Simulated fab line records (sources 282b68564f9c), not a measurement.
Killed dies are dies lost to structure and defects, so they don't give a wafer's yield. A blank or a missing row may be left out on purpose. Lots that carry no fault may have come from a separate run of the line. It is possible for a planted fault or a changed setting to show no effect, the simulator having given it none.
Which of the tools did it? -- flow rit-cmos -- Sampling: 7 lots, 21 wafers, 2 of 202 route steps

WHAT EACH GAUGE READ, for each wafer
RIT_PLDD_TW_MEAS_10.
lot,measured,on,PLDD_TW
L967,day 3 07:13,film-metro-04,2366 2369 2379
L970,day 3 20:07,film-metro-02,2371 2349 2367
L972,day 4 11:04,film-metro-01,2347 2338 2348
L974,day 4 16:56,film-metro-04,2343 2362 2359
L977,day 5 10:59,film-metro-04,2360 2361 2376
L984,day 7 10:32,film-metro-01,2268 2290 2262
L987,day 8 07:20,film-metro-04,2351 2357 2370

EACH LOT AND THE TOOL THAT RAN IT (in order: tool; ch and the chambers of the sampled wafers; start)
lot,RIT_PLDD_IMPLANT_08
L967,"implanter-01 ch 0, day 3 06:55"
L970,"implanter-03 ch 0, day 3 19:49"
L972,"implanter-02 ch 0, day 4 10:46"
L974,"implanter-01 ch 0, day 4 16:39"
L977,"implanter-01 ch 0, day 5 10:41"
L984,"implanter-01 ch 0, day 7 10:14"
L987,"implanter-03 ch 0, day 8 07:01"
- RIT_PLDD_IMPLANT_08

THE ANSWER, worked out from the rows above alone
Rule: the usual values come from the lots themselves. Put in order of their means at a reading, lots are off if they are a third of the lots or fewer, leave a main group of 4 or more, and stand apart from it by a gap of 3 or more times the standard deviation of the main group's means; of several such gaps the widest counts. A main group is skipped when, at the precision printed for the reading in the tables above, its means are all equal. Also off: a lot with no number at a reading for which 4 or more lots have one. All remaining lots with rows at the step are treated as sound.
Off: at RIT_PLDD_TW_MEAS_10 (PLDD_TW), L984. For the main group the mean is 2360 and the standard deviation 8.6.
If a tool, at a process step before that reading, ran all the lots that are off and no sound lot after the first of them, it fits. Those tools and the gauges at RIT_PLDD_TW_MEAS_10 are tried in the same way. This does not decide it: 2 tools fit, namely implanter-01 at RIT_PLDD_IMPLANT_08 and film-metro-01 at RIT_PLDD_TW_MEAS_10.

WHAT THE SIMULATOR HAD INSERTED
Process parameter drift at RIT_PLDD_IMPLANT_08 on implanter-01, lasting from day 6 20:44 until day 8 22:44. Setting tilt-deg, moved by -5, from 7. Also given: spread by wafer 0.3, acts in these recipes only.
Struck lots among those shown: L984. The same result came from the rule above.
